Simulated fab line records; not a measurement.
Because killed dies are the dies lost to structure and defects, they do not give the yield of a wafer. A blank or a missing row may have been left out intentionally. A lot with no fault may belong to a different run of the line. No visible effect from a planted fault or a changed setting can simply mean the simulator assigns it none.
One fault through the eyes of 2 desks || flow berkeleyCmos170 || what lay behind the numbers comes last; until then each desk has only its own

## THE METROLOGY DESK
Means of the sampled wafers that have a number, per lot and without regard to the tool the lot ran on: this is what the gauges read. The brackets show how far a lot's mean lies from the usual mean; more than 4 standard deviations puts the lot out of limits, marked OUT.
Columns: A = cdNm at UCB170_CONTACT_CD_MEAS_15, usual 700.1 nm; B = CONTACT_OVL at UCB170_CONTACT_OVL_MEAS_16, usual -1 nm; C = cdNm at UCB170_CONTACT_CD_MEAS_90, usual 699.8 nm; D = M1_AL_RS at UCB170_M1_RS_MEAS_01, usual 0.0486 ohm/sq; E = M1_AL_THK at UCB170_M1_THK_MEAS_02, usual 591 nm; F = cdNm at UCB170_M1_CD_MEAS_09, usual 699.6 nm; G = M1_OVL at UCB170_M1_OVL_MEAS_10, usual 0 nm
{"lot": "L866", "first seen here": "day 10 16:31", "A": 700.5, "B": 2, "C": 699.6, "D": 0.0492, "E": 590, "F": 701.1, "G": 3}
{"lot": "L867", "first seen here": "day 11 00:38", "A": 699.9, "B": 4, "C": 699.4, "D": 0.0484, "E": 589, "F": 700.2, "G": -8}
{"lot": "L870", "first seen here": "day 11 16:39", "A": 700.7, "B": 4, "C": 700.4, "D": 0.0487, "E": 583, "F": 698.3, "G": -12}
{"lot": "L878", "first seen here": "day 12 22:15", "A": 701.2, "B": 1, "C": 700.7, "D": "0.0517 (+5.3) OUT", "E": 556, "F": 699.5, "G": 3}
{"lot": "L881", "first seen here": "day 13 17:32", "A": 700.7, "B": -2, "C": 700.0, "D": 0.0482, "E": 597, "F": 700.7, "G": 1}
{"lot": "L880", "first seen here": "day 13 17:49", "A": 700.7, "B": -6, "C": 700.2, "D": "0.0515 (+5.1) OUT", "E": 561, "F": 698.5, "G": -4}
This desk finds L878, L880 out of limits, with the earliest case on L878 at day 12 23:01 (M1_AL_RS at UCB170_M1_RS_MEAS_01). Within limits: L866, L867, L870, L881.

## FOR THE TOOL OWNER'S DESK: pvdSputter-03
The tool's own readings at UCB170_M1_SPUTTER_00 (material Al, target thk 600 nm, time 80 s): means of the sampled wafers that have a number, for each lot that ran on this tool. The brackets show how far a lot's mean lies from the usual mean; more than 4 standard deviations puts the lot out of limits, marked OUT.
Columns: A = throttleValvePct at UCB170_M1_SPUTTER_00, usual 30.6 %
{"lot": "L870", "first seen here": "day 11 17:22", "A": 29.9}
{"lot": "L878", "first seen here": "day 12 22:56", "A": 30.7}
{"lot": "L880", "first seen here": "day 13 18:30", "A": 30.6}
Finding of this desk: none of the 3 lots has anything out of limits.

## PUT TOGETHER
An alarm was possible from the metrology desk at day 12 23:01, on L878, L880.
Nothing out of limits was seen by the tool owner's desk.
On record at the tool owner's desk: L878, L880, within its limits.
The lots listed all ran UCB170_M1_SPUTTER_00 on pvdSputter-03.

## WHAT WAS PUT IN BY THE SIMULATOR
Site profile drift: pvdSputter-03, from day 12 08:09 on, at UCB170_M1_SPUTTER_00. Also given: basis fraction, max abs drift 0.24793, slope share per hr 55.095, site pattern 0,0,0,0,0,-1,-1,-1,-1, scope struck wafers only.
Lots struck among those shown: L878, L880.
Delay in hours, fault start to first out-of-limits reading, per desk: metrology desk 15.
